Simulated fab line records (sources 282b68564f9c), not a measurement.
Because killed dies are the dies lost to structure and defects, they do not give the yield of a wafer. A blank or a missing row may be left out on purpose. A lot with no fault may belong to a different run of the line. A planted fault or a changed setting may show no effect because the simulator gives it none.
fab line records || flow ritCmos
record {"lots": 6, "wafers": 18, "lastDay": 7}
route steps=202 shown SPACER@130 NSD@131 PSD@142 M1@202
lots that met no fault: taken from a fault-free run of the same line
startH: hours from the record's first day to the start of the lot's first wafer shown || waitH: how many hours have passed since the lot's step before this one || " same as the row above || L1.1+2: a row that stands for several wafers || - no value, or no start given || * or withheld: withheld || < > ~ a bound
route shown NAME@n: names a module that has steps shown in the file, with the first one's number in the route || usual: average and standard deviation across the fault-free wafers || same: alike in all rows || chamber/n: place in a boat || sites: the reading at each site || _std_site: standard deviation of those values || _edge_site: outer sites' mean less inner sites' || radiusMm: for every site, how far away it sits from the centre of the wafer || mask NAME#n: copy n || behind: the tool/chamber that last shaped the wafer || hold: why the lot was held/for how many hours/how that ended || device: which transistor (n, p or np) failed to switch || end of line: tests run on the same wafers once the route is complete || step lacking rows: just its recipe || killed: dies that structure and defects cost at the first sort, which is not the same as the wafer's yield || map: a wafer's dies, marking killed ones x, the rest . and places with no die _
set.NAME: setting as actually run; set.NAME@STEP: the setting as run at that earlier step || model.NAME: the simulator's own value behind a step, which no gauge read
lots at selected steps of the route; one table per step, one row per wafer
services: when a tool's chamber went out of use (startH, in hours from the record's first day, below 0 if earlier), for how many hours, and the reason
## steps
# step RIT_SPACER_ETCHBACK_05
# recipe {"targetDepthA": 2500, "SF6_flow_sccm": 30, "CHF3_flow_sccm": 30, "target": "Si3N4", "chemistry": "SF6/CHF3", "pressureMtorr": 40, "rfW": 250, "timeS": 240, "stopOn": "SiO2"}
# usual {"CHF3_flow_sccm": "29.97/0.097", "drypumpMotorCurrentA": "5.8/0.4", "oesProductAu": "0.842/0.013", "throttleValvePct": "10.26/0.11"}
{"lot.wafer": "L458.2", "tool": "rieDiel-04", "chamber": 1, "startH": 48.34, "waitH": 0.0, "CHF3_flow_sccm": 29.95, "drypumpMotorCurrentA": 5.0, "oesProductAu": 0.850, "rfHoursCounterH": 19, "throttleValvePct": 10.39}
{"lot.wafer": "L458.3", "tool": "rieDiel-04", "chamber": 3, "startH": 48.34, "waitH": 0.0, "CHF3_flow_sccm": 30.11, "drypumpMotorCurrentA": 5.6, "oesProductAu": 0.823, "rfHoursCounterH": 7, "throttleValvePct": 10.36}
{"lot.wafer": "L458.6", "tool": "rieDiel-04", "chamber": 3, "startH": 48.34, "waitH": 0.0, "CHF3_flow_sccm": 29.86, "drypumpMotorCurrentA": 5.6, "oesProductAu": 0.813, "rfHoursCounterH": "-", "throttleValvePct": 10.35}
{"lot.wafer": "L462.2", "tool": "rieDiel-02", "chamber": 1, "startH": 68.35, "waitH": 0.0, "CHF3_flow_sccm": 29.79, "drypumpMotorCurrentA": 6.5, "oesProductAu": 0.843, "rfHoursCounterH": 1, "throttleValvePct": 10.08}
{"lot.wafer": "L462.4", "tool": "rieDiel-02", "chamber": 1, "startH": 68.35, "waitH": 0.0, "CHF3_flow_sccm": 29.90, "drypumpMotorCurrentA": 6.4, "oesProductAu": 0.834, "rfHoursCounterH": "-", "throttleValvePct": 10.09}
{"lot.wafer": "L462.5", "tool": "rieDiel-02", "chamber": 3, "startH": 68.35, "waitH": 0.0, "CHF3_flow_sccm": 29.82, "drypumpMotorCurrentA": 5.3, "oesProductAu": 0.834, "rfHoursCounterH": "-", "throttleValvePct": 10.11}
{"lot.wafer": "L475.2", "tool": "rieDiel-04", "chamber": 3, "startH": 143.03, "waitH": 0.0, "CHF3_flow_sccm": 29.91, "drypumpMotorCurrentA": 5.6, "oesProductAu": 0.835, "rfHoursCounterH": 9, "throttleValvePct": 10.37}
{"lot.wafer": "L475.4", "tool": "rieDiel-04", "chamber": 0, "startH": 143.03, "waitH": 0.0, "CHF3_flow_sccm": 29.83, "drypumpMotorCurrentA": 5.7, "oesProductAu": 0.845, "rfHoursCounterH": 56, "throttleValvePct": 10.37}
{"lot.wafer": "L475.6", "tool": "rieDiel-04", "chamber": 3, "startH": 143.03, "waitH": 0.0, "CHF3_flow_sccm": 30.01, "drypumpMotorCurrentA": 5.6, "oesProductAu": 0.829, "rfHoursCounterH": "-", "throttleValvePct": 10.36}
{"lot.wafer": "L477.1", "tool": "rieDiel-02", "chamber": 0, "startH": 160.22, "waitH": 0.1, "CHF3_flow_sccm": 29.78, "drypumpMotorCurrentA": 5.9, "oesProductAu": 0.837, "rfHoursCounterH": 9, "throttleValvePct": 10.40}
{"lot.wafer": "L477.2", "tool": "rieDiel-02", "chamber": 1, "startH": 160.22, "waitH": 0.1, "CHF3_flow_sccm": 29.91, "drypumpMotorCurrentA": 6.5, "oesProductAu": 0.831, "rfHoursCounterH": 3, "throttleValvePct": 10.08}
{"lot.wafer": "L477.3", "tool": "rieDiel-02", "chamber": 3, "startH": 160.22, "waitH": 0.1, "CHF3_flow_sccm": 29.95, "drypumpMotorCurrentA": 5.3, "oesProductAu": 0.820, "rfHoursCounterH": 15, "throttleValvePct": 10.10}
{"lot.wafer": "L478.1", "tool": "rieDiel-03", "chamber": 0, "startH": 160.51, "waitH": 0.1, "CHF3_flow_sccm": 29.91, "drypumpMotorCurrentA": 6.2, "oesProductAu": 0.839, "rfHoursCounterH": 111, "throttleValvePct": 10.26}
{"lot.wafer": "L478.3", "tool": "rieDiel-03", "chamber": 3, "startH": 160.51, "waitH": 0.1, "CHF3_flow_sccm": 29.81, "drypumpMotorCurrentA": 5.9, "oesProductAu": 0.835, "rfHoursCounterH": 111, "throttleValvePct": 10.18}
{"lot.wafer": "L478.4", "tool": "rieDiel-03", "chamber": 2, "startH": 160.51, "waitH": 0.1, "CHF3_flow_sccm": 29.88, "drypumpMotorCurrentA": 6.3, "oesProductAu": 0.820, "rfHoursCounterH": 2, "throttleValvePct": 10.28}
{"lot.wafer": "L480.1", "tool": "rieDiel-02", "chamber": 1, "startH": 168.46, "waitH": 0.1, "CHF3_flow_sccm": 30.00, "drypumpMotorCurrentA": 6.4, "oesProductAu": 0.840, "rfHoursCounterH": 3, "throttleValvePct": 10.09}
{"lot.wafer": "L480.2", "tool": "rieDiel-02", "chamber": 0, "startH": 168.46, "waitH": 0.1, "CHF3_flow_sccm": 30.14, "drypumpMotorCurrentA": 5.9, "oesProductAu": 0.848, "rfHoursCounterH": 9, "throttleValvePct": 10.41}
{"lot.wafer": "L480.3", "tool": "rieDiel-02", "chamber": 3, "startH": 168.46, "waitH": 0.1, "CHF3_flow_sccm": 29.89, "drypumpMotorCurrentA": 5.3, "oesProductAu": 0.828, "rfHoursCounterH": 15, "throttleValvePct": 10.10}
# step RIT_NSD_HMDS_00
# recipe {"primeTimeS": 60, "primeTempC": 140}
# step RIT_NSD_COAT_01
# recipe {"resist": "NOVOLAK", "spinRpm": 3250, "resistThkNm": 1000}
# step RIT_NSD_SOFTBAKE_02
# recipe {"resist": "NOVOLAK", "tempC": 90, "timeS": 60}
# step RIT_NSD_EXPOSE_03
# recipe {"maskId": "M9", "na": 0.57, "targetCdNm": 40700, "doseMj": 250}
# step RIT_NSD_PEB_04
# recipe {"resist": "NOVOLAK", "tempC": "withheld", "timeS": "withheld"}
# step RIT_NSD_DEVELOP_05
# recipe {"resist": "NOVOLAK", "developTimeS": 50, "devTempC": 23}
# step RIT_NSD_OVL_MEAS_06
# usual {"NSD_OVL": "-1.0/1.3"}
{"lot.wafer": "L458.2", "tool": "overlay-02", "chamber": "-", "startH": 49.70, "waitH": "-", "NSD_OVL[nm]": 1.1}
{"lot.wafer": "L458.3", "tool": "overlay-02", "chamber": "-", "startH": 49.70, "waitH": "-", "NSD_OVL[nm]": -0.5}
{"lot.wafer": "L458.6", "tool": "overlay-02", "chamber": "-", "startH": 49.70, "waitH": "-", "NSD_OVL[nm]": 1.4}
{"lot.wafer": "L462.2", "tool": "overlay-01", "chamber": "-", "startH": 69.54, "waitH": "-", "NSD_OVL[nm]": 0.4}
{"lot.wafer": "L462.4", "tool": "overlay-01", "chamber": "-", "startH": 69.54, "waitH": "-", "NSD_OVL[nm]": 0.5}
{"lot.wafer": "L462.5", "tool": "overlay-01", "chamber": "-", "startH": 69.54, "waitH": "-", "NSD_OVL[nm]": -0.1}
{"lot.wafer": "L475.2", "tool": "overlay-01", "chamber": "-", "startH": 144.32, "waitH": "-", "NSD_OVL[nm]": -1.0}
{"lot.wafer": "L475.4", "tool": "overlay-01", "chamber": "-", "startH": 144.32, "waitH": "-", "NSD_OVL[nm]": -1.5}
{"lot.wafer": "L475.6", "tool": "overlay-01", "chamber": "-", "startH": 144.32, "waitH": "-", "NSD_OVL[nm]": -0.8}
{"lot.wafer": "L477.1", "tool": "overlay-02", "chamber": "-", "startH": 161.39, "waitH": "-", "NSD_OVL[nm]": -1.1}
{"lot.wafer": "L477.2", "tool": "overlay-02", "chamber": "-", "startH": 161.39, "waitH": "-", "NSD_OVL[nm]": -2.9}
{"lot.wafer": "L477.3", "tool": "overlay-02", "chamber": "-", "startH": 161.39, "waitH": "-", "NSD_OVL[nm]": -1.5}
{"lot.wafer": "L478.1", "tool": "overlay-01", "chamber": "-", "startH": 161.55, "waitH": "-", "NSD_OVL[nm]": -3.1}
{"lot.wafer": "L478.3", "tool": "overlay-01", "chamber": "-", "startH": 161.55, "waitH": "-", "NSD_OVL[nm]": -1.5}
{"lot.wafer": "L478.4", "tool": "overlay-01", "chamber": "-", "startH": 161.55, "waitH": "-", "NSD_OVL[nm]": -2.1}
{"lot.wafer": "L480.1", "tool": "overlay-02", "chamber": "-", "startH": 169.46, "waitH": "-", "NSD_OVL[nm]": -1.0}
{"lot.wafer": "L480.2", "tool": "overlay-02", "chamber": "-", "startH": 169.46, "waitH": "-", "NSD_OVL[nm]": -0.4}
{"lot.wafer": "L480.3", "tool": "overlay-02", "chamber": "-", "startH": 169.46, "waitH": "-", "NSD_OVL[nm]": -3.1}
# step RIT_NSD_HARDBAKE_07
# recipe {"resist": "NOVOLAK", "tempC": 140, "timeS": 60}
# step RIT_NSD_IMPLANT_08
# recipe {"species": "P", "energyKev": 25, "doseCm2": 1e+15, "tiltDeg": 7}
# step RIT_NSD_STRIP_09
# recipe {"chemistry": "O2", "timeS": 180, "resist": "NOVOLAK", "platenTempC": "withheld", "powerW": 500, "pressureMtorr": 4000, "o2FlowSccm": 4000}
# usual {"drypumpMotorCurrentA": "5.7/0.43"}
{"lot.wafer": "L458.2", "tool": "plasmaAsher-01", "chamber": 1, "startH": 50.03, "waitH": 0.1, "drypumpMotorCurrentA": 5.5, "rfHoursCounterH": 42}
{"lot.wafer": "L458.3", "tool": "plasmaAsher-01", "chamber": 1, "startH": 50.03, "waitH": 0.1, "drypumpMotorCurrentA": 5.5, "rfHoursCounterH": "-"}
{"lot.wafer": "L458.6", "tool": "plasmaAsher-01", "chamber": 0, "startH": 50.03, "waitH": 0.1, "drypumpMotorCurrentA": 5.8, "rfHoursCounterH": "-"}
{"lot.wafer": "L462.2", "tool": "plasmaAsher-04", "chamber": 1, "startH": 69.87, "waitH": 0.1, "drypumpMotorCurrentA": 5.2, "rfHoursCounterH": 39}
{"lot.wafer": "L462.4", "tool": "plasmaAsher-04", "chamber": 0, "startH": 69.87, "waitH": 0.1, "drypumpMotorCurrentA": 5.3, "rfHoursCounterH": "-"}
{"lot.wafer": "L462.5", "tool": "plasmaAsher-04", "chamber": 1, "startH": 69.87, "waitH": 0.1, "drypumpMotorCurrentA": 5.2, "rfHoursCounterH": "-"}
{"lot.wafer": "L475.2", "tool": "plasmaAsher-03", "chamber": 0, "startH": 144.65, "waitH": 0.1, "drypumpMotorCurrentA": 6.0, "rfHoursCounterH": 32}
{"lot.wafer": "L475.4", "tool": "plasmaAsher-03", "chamber": 1, "startH": 144.65, "waitH": 0.1, "drypumpMotorCurrentA": 6.4, "rfHoursCounterH": "-"}
{"lot.wafer": "L475.6", "tool": "plasmaAsher-03", "chamber": 1, "startH": 144.65, "waitH": 0.1, "drypumpMotorCurrentA": 6.4, "rfHoursCounterH": "-"}
{"lot.wafer": "L477.1", "tool": "plasmaAsher-03", "chamber": 1, "startH": 161.85, "waitH": 0.1, "drypumpMotorCurrentA": 6.4, "rfHoursCounterH": 34}
{"lot.wafer": "L477.2", "tool": "plasmaAsher-03", "chamber": 0, "startH": 161.85, "waitH": 0.1, "drypumpMotorCurrentA": 6.0, "rfHoursCounterH": 34}
{"lot.wafer": "L477.3", "tool": "plasmaAsher-03", "chamber": 1, "startH": 161.85, "waitH": 0.1, "drypumpMotorCurrentA": 6.4, "rfHoursCounterH": "-"}
{"lot.wafer": "L478.1", "tool": "plasmaAsher-01", "chamber": 0, "startH": 161.94, "waitH": 0.1, "drypumpMotorCurrentA": 5.9, "rfHoursCounterH": 5}
{"lot.wafer": "L478.3", "tool": "plasmaAsher-01", "chamber": 0, "startH": 161.94, "waitH": 0.1, "drypumpMotorCurrentA": 5.9, "rfHoursCounterH": "-"}
{"lot.wafer": "L478.4", "tool": "plasmaAsher-01", "chamber": 1, "startH": 161.94, "waitH": 0.1, "drypumpMotorCurrentA": 5.5, "rfHoursCounterH": "-"}
{"lot.wafer": "L480.1", "tool": "plasmaAsher-01", "chamber": 0, "startH": 169.80, "waitH": 0.1, "drypumpMotorCurrentA": 5.8, "rfHoursCounterH": 6}
{"lot.wafer": "L480.2", "tool": "plasmaAsher-01", "chamber": 1, "startH": 169.80, "waitH": 0.1, "drypumpMotorCurrentA": 5.5, "rfHoursCounterH": 6}
{"lot.wafer": "L480.3", "tool": "plasmaAsher-01", "chamber": 1, "startH": 169.80, "waitH": 0.1, "drypumpMotorCurrentA": 5.5, "rfHoursCounterH": "-"}
# step RIT_NSD_TW_MEAS_10
# usual {"NSD_TW": "3105/18"}
{"lot.wafer": "L458.2", "tool": "filmMetro-01", "chamber": "-", "startH": 50.21, "waitH": 0.1, "NSD_TW": 3116}
{"lot.wafer": "L458.3", "tool": "filmMetro-01", "chamber": "-", "startH": 50.21, "waitH": 0.1, "NSD_TW": 3110}
{"lot.wafer": "L458.6", "tool": "filmMetro-01", "chamber": "-", "startH": 50.21, "waitH": 0.1, "NSD_TW": 3102}
{"lot.wafer": "L462.2", "tool": "filmMetro-01", "chamber": "-", "startH": 70.05, "waitH": 0.1, "NSD_TW": 3119}
{"lot.wafer": "L462.4", "tool": "filmMetro-01", "chamber": "-", "startH": 70.05, "waitH": 0.1, "NSD_TW": 3113}
{"lot.wafer": "L462.5", "tool": "filmMetro-01", "chamber": "-", "startH": 70.05, "waitH": 0.1, "NSD_TW": 3125}
{"lot.wafer": "L475.2", "tool": "filmMetro-02", "chamber": "-", "startH": 144.83, "waitH": 0.1, "NSD_TW": 3133}
{"lot.wafer": "L475.4", "tool": "filmMetro-02", "chamber": "-", "startH": 144.83, "waitH": 0.1, "NSD_TW": 3131}
{"lot.wafer": "L475.6", "tool": "filmMetro-02", "chamber": "-", "startH": 144.83, "waitH": 0.1, "NSD_TW": 3115}
{"lot.wafer": "L477.1", "tool": "filmMetro-01", "chamber": "-", "startH": 162.03, "waitH": 0.1, "NSD_TW": 3090}
{"lot.wafer": "L477.2", "tool": "filmMetro-01", "chamber": "-", "startH": 162.03, "waitH": 0.1, "NSD_TW": 3103}
{"lot.wafer": "L477.3", "tool": "filmMetro-01", "chamber": "-", "startH": 162.03, "waitH": 0.1, "NSD_TW": 3098}
{"lot.wafer": "L478.1", "tool": "filmMetro-01", "chamber": "-", "startH": 162.12, "waitH": 0.1, "NSD_TW": 3089}
{"lot.wafer": "L478.3", "tool": "filmMetro-01", "chamber": "-", "startH": 162.12, "waitH": 0.1, "NSD_TW": 3089}
{"lot.wafer": "L478.4", "tool": "filmMetro-01", "chamber": "-", "startH": 162.12, "waitH": 0.1, "NSD_TW": 3093}
{"lot.wafer": "L480.1", "tool": "filmMetro-02", "chamber": "-", "startH": 169.97, "waitH": 0.1, "NSD_TW": 3121}
{"lot.wafer": "L480.2", "tool": "filmMetro-02", "chamber": "-", "startH": 169.97, "waitH": 0.1, "NSD_TW": 3116}
{"lot.wafer": "L480.3", "tool": "filmMetro-02", "chamber": "-", "startH": 169.97, "waitH": 0.1, "NSD_TW": 3114}
# step RIT_PSD_HMDS_00
# recipe {"primeTimeS": 60, "primeTempC": 140}
# usual {"chillPlateTempC": "23.00/0.11", "exhaustPa": "45.0/0.77", "primeTempC": "140.00/0.14"}
{"lot.wafer": "L458.2", "tool": "lithoTrack-01", "chamber": 0, "startH": 50.38, "waitH": 0.2, "chillPlateTempC": 22.83, "exhaustPa": 45.4, "primeTempC": 139.91}
{"lot.wafer": "L458.3", "tool": "lithoTrack-01", "chamber": 0, "startH": 50.38, "waitH": 0.2, "chillPlateTempC": 22.91, "exhaustPa": 44.4, "primeTempC": 140.09}
{"lot.wafer": "L458.6", "tool": "lithoTrack-01", "chamber": 0, "startH": 50.38, "waitH": 0.2, "chillPlateTempC": 22.86, "exhaustPa": 44.6, "primeTempC": 140.10}
{"lot.wafer": "L462.2", "tool": "lithoTrack-03", "chamber": 0, "startH": 70.18, "waitH": 0.1, "chillPlateTempC": 22.92, "exhaustPa": 44.6, "primeTempC": 140.20}
{"lot.wafer": "L462.4", "tool": "lithoTrack-03", "chamber": 0, "startH": 70.18, "waitH": 0.1, "chillPlateTempC": 22.75, "exhaustPa": 44.9, "primeTempC": 139.95}
{"lot.wafer": "L462.5", "tool": "lithoTrack-03", "chamber": 0, "startH": 70.18, "waitH": 0.1, "chillPlateTempC": 22.95, "exhaustPa": 43.7, "primeTempC": 139.99}
{"lot.wafer": "L475.2", "tool": "lithoTrack-01", "chamber": 0, "startH": 144.91, "waitH": 0.1, "chillPlateTempC": 22.99, "exhaustPa": 44.3, "primeTempC": 148.66}
{"lot.wafer": "L475.4", "tool": "lithoTrack-01", "chamber": 0, "startH": 144.91, "waitH": 0.1, "chillPlateTempC": 23.02, "exhaustPa": 45.2, "primeTempC": 148.66}
{"lot.wafer": "L475.6", "tool": "lithoTrack-01", "chamber": 0, "startH": 144.91, "waitH": 0.1, "chillPlateTempC": 23.13, "exhaustPa": 44.9, "primeTempC": 148.59}
{"lot.wafer": "L477.1", "tool": "lithoTrack-01", "chamber": 0, "startH": 162.09, "waitH": 0.1, "chillPlateTempC": 22.89, "exhaustPa": 44.8, "primeTempC": 148.50}
{"lot.wafer": "L477.2", "tool": "lithoTrack-01", "chamber": 0, "startH": 162.09, "waitH": 0.1, "chillPlateTempC": 22.93, "exhaustPa": 45.4, "primeTempC": 148.48}
{"lot.wafer": "L477.3", "tool": "lithoTrack-01", "chamber": 0, "startH": 162.09, "waitH": 0.1, "chillPlateTempC": 22.83, "exhaustPa": 44.7, "primeTempC": 148.38}
{"lot.wafer": "L478.1", "tool": "lithoTrack-04", "chamber": 0, "startH": 162.25, "waitH": 0.1, "chillPlateTempC": 23.04, "exhaustPa": 45.0, "primeTempC": 140.16}
{"lot.wafer": "L478.3", "tool": "lithoTrack-04", "chamber": 0, "startH": 162.25, "waitH": 0.1, "chillPlateTempC": 23.22, "exhaustPa": 45.1, "primeTempC": 140.04}
{"lot.wafer": "L478.4", "tool": "lithoTrack-04", "chamber": 0, "startH": 162.25, "waitH": 0.1, "chillPlateTempC": 23.11, "exhaustPa": 44.6, "primeTempC": 140.02}
{"lot.wafer": "L480.1", "tool": "lithoTrack-04", "chamber": 0, "startH": 170.03, "waitH": 0.1, "chillPlateTempC": 22.94, "exhaustPa": 44.2, "primeTempC": 139.94}
{"lot.wafer": "L480.2", "tool": "lithoTrack-04", "chamber": 0, "startH": 170.03, "waitH": 0.1, "chillPlateTempC": 23.05, "exhaustPa": 43.7, "primeTempC": 140.03}
{"lot.wafer": "L480.3", "tool": "lithoTrack-04", "chamber": 0, "startH": 170.03, "waitH": 0.1, "chillPlateTempC": 22.94, "exhaustPa": 44.0, "primeTempC": 140.10}
# step RIT_PSD_COAT_01
# recipe {"resist": "NOVOLAK", "spinRpm": 3250, "resistThkNm": 1000}
# step RIT_M1_PROBE_99
# usual {"killedAtFrontEnd": "6.6/2.9", "killedDies": "6.7/3", "killedOpen": "3.5/2.1", "killedShort": "3.2/1.8"}
# same {"grossDies": 264, "killed_at_M0_to_M3": 0, "killed_at_M4_up": 0, "killedAtBackSide": 0, "killedAtContacts": 0, "killedAtOther": 0}
{"lot.wafer": "L458.2", "tool": "prober-02", "chamber": "-", "startH": 61.25, "waitH": 0.1, "killedAtFrontEnd": 9, "killedDies": 9, "killedOpen": 5, "killedShort": 4}
{"lot.wafer": "L458.3", "tool": "prober-02", "chamber": "-", "startH": 61.30, "waitH": 0.2, "killedAtFrontEnd": 9, "killedDies": 9, "killedOpen": 4, "killedShort": 5}
{"lot.wafer": "L458.6", "tool": "prober-02", "chamber": "-", "startH": 61.45, "waitH": 0.2, "killedAtFrontEnd": 4, "killedDies": 4, "killedOpen": 2, "killedShort": 2}
{"lot.wafer": "L475.2", "tool": "prober-01", "chamber": "-", "startH": 155.82, "waitH": 0.1, "killedAtFrontEnd": 8, "killedDies": 8, "killedOpen": 4, "killedShort": 4}
{"lot.wafer": "L475.4", "tool": "prober-01", "chamber": "-", "startH": 155.92, "waitH": 0.2, "killedAtFrontEnd": 6, "killedDies": 6, "killedOpen": 4, "killedShort": 2}
{"lot.wafer": "L475.6", "tool": "prober-01", "chamber": "-", "startH": 156.02, "waitH": 0.2, "killedAtFrontEnd": 6, "killedDies": 6, "killedOpen": 5, "killedShort": 1}
{"lot.wafer": "L478.1", "tool": "prober-01", "chamber": "-", "startH": 172.66, "waitH": 0.1, "killedAtFrontEnd": 6, "killedDies": 6, "killedOpen": 2, "killedShort": 4}
{"lot.wafer": "L478.3", "tool": "prober-01", "chamber": "-", "startH": 172.76, "waitH": 0.2, "killedAtFrontEnd": 6, "killedDies": 6, "killedOpen": 3, "killedShort": 3}
{"lot.wafer": "L478.4", "tool": "prober-01", "chamber": "-", "startH": 172.81, "waitH": 0.2, "killedAtFrontEnd": 0, "killedDies": 0, "killedOpen": 0, "killedShort": 0}
{"lot.wafer": "L477.1", "tool": "prober-02", "chamber": "-", "startH": 172.96, "waitH": 0.4, "killedAtFrontEnd": 7, "killedDies": 7, "killedOpen": 1, "killedShort": 6}
{"lot.wafer": "L477.2", "tool": "prober-02", "chamber": "-", "startH": 173.01, "waitH": 0.4, "killedAtFrontEnd": 7, "killedDies": 7, "killedOpen": 3, "killedShort": 4}
{"lot.wafer": "L477.3", "tool": "prober-02", "chamber": "-", "startH": 173.06, "waitH": 0.5, "killedAtFrontEnd": 6, "killedDies": 6, "killedOpen": 3, "killedShort": 3}
# killed by level:class
L458.2 FOX2:geometricParticle:open=4 GATE:geometricParticle:short=2 SPACER:geometricParticle:short=2 GATE:geometricParticle:open=1
L458.3 FOX2:geometricParticle:open=2 FOX1:geometricParticle:short=1 FOX2:geometricParticle:short=1 GATE:geometricParticle:open=1 REOX:geometricParticle:short=1 SPACER:geometricParticle:short=1 SILICIDE:geometricParticle:open=1 SILICIDE:geometricParticle:short=1
L458.6 REOX:geometricParticle:open=2 GATE:geometricParticle:short=1 SILICIDE:geometricParticle:short=1
L475.2 GATE:geometricParticle:short=4 GATE:geometricParticle:open=4
L475.4 GATE:geometricParticle:open=3 FOX1:geometricParticle:open=1 FOX2:geometricParticle:short=1 GATE:geometricParticle:short=1
L475.6 SPACER:geometricParticle:open=4 GATE:geometricParticle:open=1 GATE:geometricParticle:short=1
L478.1 FOX1:geometricParticle:open=2 FOX1:geometricParticle:short=2 REOX:geometricParticle:short=2
L478.3 FOX1:geometricParticle:short=2 FOX1:geometricParticle:open=1 GATE:geometricParticle:open=1 REOX:geometricParticle:open=1 SILICIDE:geometricParticle:short=1
L477.1 GATE:geometricParticle:short=3 FOX1:geometricParticle:short=1 FOX2:geometricParticle:short=1 GATE:geometricParticle:open=1 REOX:geometricParticle:short=1
L477.2 GATE:geometricParticle:open=3 REOX:geometricParticle:short=2 FOX1:geometricParticle:short=1 GATE:geometricParticle:short=1
L477.3 GATE:geometricParticle:open=2 REOX:geometricParticle:short=2 REOX:geometricParticle:open=1 SPACER:geometricParticle:short=1
## services
{"tool": "rieDiel-02", "chamber": 2, "startH": 33.54, "hours": 7.4, "kind": "repair"}
{"tool": "plasmaAsher-03", "chamber": "-", "startH": 42.53, "hours": 45.4, "kind": "repair"}
{"tool": "rieDiel-03", "chamber": 2, "startH": 51.93, "hours": "-", "kind": "clean"}
{"tool": "rieDiel-03", "chamber": 2, "startH": 51.93, "hours": 17.4, "kind": "scheduledDown"}
{"tool": "rieDiel-03", "chamber": 2, "startH": 51.93, "hours": 17.4, "kind": "ventCycle"}
{"tool": "rieDiel-02", "chamber": "-", "startH": 53.37, "hours": 0.7, "kind": "repair"}
{"tool": "rieDiel-02", "chamber": "-", "startH": 60.12, "hours": 2.8, "kind": "pm"}
{"tool": "rieDiel-02", "chamber": 2, "startH": 66.32, "hours": 9.4, "kind": "repair"}
{"tool": "rieDiel-03", "chamber": 2, "startH": 81.55, "hours": 8.1, "kind": "repair"}
{"tool": "rieDiel-04", "chamber": "-", "startH": 90.44, "hours": 2.9, "kind": "repair"}
{"tool": "rieDiel-03", "chamber": 1, "startH": 104.77, "hours": 2.6, "kind": "repair"}
{"tool": "plasmaAsher-01", "chamber": "-", "startH": 108.75, "hours": 9.0, "kind": "pm"}
{"tool": "plasmaAsher-01", "chamber": 0, "startH": 108.75, "hours": 9.0, "kind": "ventCycle"}
{"tool": "plasmaAsher-01", "chamber": 1, "startH": 108.75, "hours": 9.0, "kind": "ventCycle"}
{"tool": "plasmaAsher-01", "chamber": 0, "startH": 117.75, "hours": "-", "kind": "clean"}
{"tool": "plasmaAsher-01", "chamber": 1, "startH": 117.75, "hours": "-", "kind": "clean"}
{"tool": "rieDiel-02", "chamber": "-", "startH": 124.78, "hours": 0.1, "kind": "repair"}
{"tool": "rieDiel-03", "chamber": 1, "startH": 134.34, "hours": 5.9, "kind": "repair"}
{"tool": "rieDiel-04", "chamber": 3, "startH": 147.36, "hours": 4.4, "kind": "repair"}
{"tool": "rieDiel-02", "chamber": 2, "startH": 159.42, "hours": 1.4, "kind": "repair"}
{"tool": "rieDiel-03", "chamber": 2, "startH": 161.99, "hours": 16.0, "kind": "repair"}
## key
firstSign {"step": "RIT_PSD_HMDS_00", "reading": "primeTempC", "direction": "up", "sigmas": 60, "usual": "*", "struck": "*"}
effect none on later readings
metAt RIT_PSD_HMDS_00
struckWafers L475.2,L475.4,L475.6,L477.1,L477.2,L477.3
testerLeftOut L475,L477
onsetBetween 50.38 144.91
fault {"kind": "processParameterDrift", "tool": "lithoTrack-01", "chamber": "-", "onsetH": 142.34, "steps": "RIT_PSD_HMDS_00", "channel": "primeTempC", "offset": "*", "shape": "step", "endH": 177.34, "actsIn": "*", "stated": "*"}
# testerLeftOut: of these lots the tester's yield and bins aren't shown, on N5 and GAA mostly nor the transistor test; their killed dies are dies lost to structure and defects alone, not to doping, threshold or leakage, so they don't give the yield
